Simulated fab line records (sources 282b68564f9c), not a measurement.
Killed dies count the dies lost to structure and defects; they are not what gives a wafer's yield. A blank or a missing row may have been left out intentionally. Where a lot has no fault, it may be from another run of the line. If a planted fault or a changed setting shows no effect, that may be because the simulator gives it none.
What tool caused it? :: flow rit cmos :: 14 lots, 42 wafers sampled, at 2 steps of a route of 202

## WHAT THE GAUGES SHOWED, per wafer
Not one reading of a measure or inspect step in the record can be checked against a usual standard deviation.

## TOOL THAT RAN EACH LOT (tool first, then ch and the chambers of the sampled wafers, then the start)
lot: L573
RIT_CONTACT_STRIP_12: plasma asher-03 ch 0,1, day 3 04:11
RIT_M1_PROBE_99: prober-02, day 3 12:26

lot: L574
RIT_CONTACT_STRIP_12: plasma asher-01 ch 0,1, day 3 10:22
RIT_M1_PROBE_99: -

lot: L575
RIT_CONTACT_STRIP_12: plasma asher-04 ch 0,1, day 3 13:34
RIT_M1_PROBE_99: -

lot: L577
RIT_CONTACT_STRIP_12: plasma asher-03 ch 0,1, day 4 04:40
RIT_M1_PROBE_99: -

lot: L578
RIT_CONTACT_STRIP_12: plasma asher-04 ch 0,1, day 4 11:49
RIT_M1_PROBE_99: -

lot: L582
RIT_CONTACT_STRIP_12: plasma asher-03 ch 0,1, day 5 09:53
RIT_M1_PROBE_99: -

lot: L584
RIT_CONTACT_STRIP_12: plasma asher-03 ch 0,1, day 5 17:35
RIT_M1_PROBE_99: -

lot: L585
RIT_CONTACT_STRIP_12: plasma asher-03 ch 1, day 5 19:35
RIT_M1_PROBE_99: -

lot: L586
RIT_CONTACT_STRIP_12: plasma asher-03 ch 0,1, day 5 22:45
RIT_M1_PROBE_99: -

lot: L587
RIT_CONTACT_STRIP_12: plasma asher-03 ch 0, day 6 04:55
RIT_M1_PROBE_99: -

lot: L592
RIT_CONTACT_STRIP_12: plasma asher-01 ch 0,1, day 7 05:17
RIT_M1_PROBE_99: -

lot: L593
RIT_CONTACT_STRIP_12: plasma asher-01 ch 0,1, day 7 07:53
RIT_M1_PROBE_99: -

lot: L595
RIT_CONTACT_STRIP_12: plasma asher-04 ch 0,1, day 7 20:15
RIT_M1_PROBE_99: prober-02, day 8 01:04

lot: L596
RIT_CONTACT_STRIP_12: plasma asher-04 ch 0,1, day 8 03:32
RIT_M1_PROBE_99: -
- RIT_CONTACT_STRIP_12: strips in O2, time 180 s.
- RIT_M1_PROBE_99

## AS READ BY THE TOOLS THEMSELVES (means over the sampled wafers that have a number; for cases with no such wafer, the mark the record gives instead)
RIT_CONTACT_STRIP_12.
lot: L573
tool: plasma asher-03
drypump motor current A (A): 5.9
run length s (s): 208.3

lot: L574
tool: plasma asher-01
drypump motor current A (A): 6.3
run length s (s): 208.4

lot: L575
tool: plasma asher-04
drypump motor current A (A): 5.5
run length s (s): 208.3

lot: L577
tool: plasma asher-03
drypump motor current A (A): 5.8
run length s (s): 208.1

lot: L578
tool: plasma asher-04
drypump motor current A (A): 5.5
run length s (s): 208.4

lot: L582
tool: plasma asher-03
drypump motor current A (A): 5.9
run length s (s): 208.2

lot: L584
tool: plasma asher-03
drypump motor current A (A): 5.9
run length s (s): 208.2

lot: L585
tool: plasma asher-03
drypump motor current A (A): 5.4
run length s (s): 208.4

lot: L586
tool: plasma asher-03
drypump motor current A (A): 5.9
run length s (s): 202.2

lot: L587
tool: plasma asher-03
drypump motor current A (A): 6.1
run length s (s): 202.0

lot: L592
tool: plasma asher-01
drypump motor current A (A): 6.2
run length s (s): 208.4

lot: L593
tool: plasma asher-01
drypump motor current A (A): 6.2
run length s (s): 208.4

lot: L595
tool: plasma asher-04
drypump motor current A (A): 5.4
run length s (s): 208.7

lot: L596
tool: plasma asher-04
drypump motor current A (A): 5.5
run length s (s): 208.2

RIT_M1_PROBE_99.
lot: L573
tool: prober-02
killed at contacts: 0.3
killed at front end: 7.3
killed dies: 7.7
killed open: 3.3
killed short: 4.3

lot: L595
tool: prober-02
killed at contacts: 0.0
killed at front end: 3.0
killed dies: 3.0
killed open: 1.7
killed short: 1.3

## THE ANSWER, worked out from the rows above alone
Rule: what is usual is taken from the lots themselves. Put in order of their means at a reading, lots are off if they are a third of the lots or fewer, leave a main group of 4 or more, and stand apart from it by a gap of 3 or more times the standard deviation of the main group's means; of several such gaps the widest counts. The tables above print the reading to a certain number of digits; a main group whose means all agree to those digits is not used. Also off: a lot with no number at a reading for which 4 or more lots have one. The other lots that the step has rows for count as sound. After the gauges, taken in route order, come the tools' own readings; for these a lot's mean is taken, as printed above. At the first step where some lot is off, the reading lying furthest off is the one used; lots without a number count as furthest.
Off: L586, L587, at RIT_CONTACT_STRIP_12 (run length s). The main group has a mean of 208.3 s with a standard deviation of 0.15.
If a tool, at that step or one of the process steps before it, ran each lot that is off and ran no sound lot following the first of them, it fits. One candidate fits, namely plasma asher-03 at RIT_CONTACT_STRIP_12. Its last sound lot is L585 (day 5 19:35), its first lot that is off L586 (day 5 22:45): a fault that began between those two fits.
The tool's own readings at RIT_CONTACT_STRIP_12 bear it out: on the lots that are off they differ by more than 5 times the standard deviation of the sound lots' means. run length s reads 202.1 s there against 208.3 s on the sound lots.

## WHAT THE SIMULATOR HAD INSERTED
Process parameters drifting: plasma asher-03 at RIT_CONTACT_STRIP_12, beginning at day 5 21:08. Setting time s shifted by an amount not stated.
Lots struck among those shown: L586, L587. Same finding as the rule above.
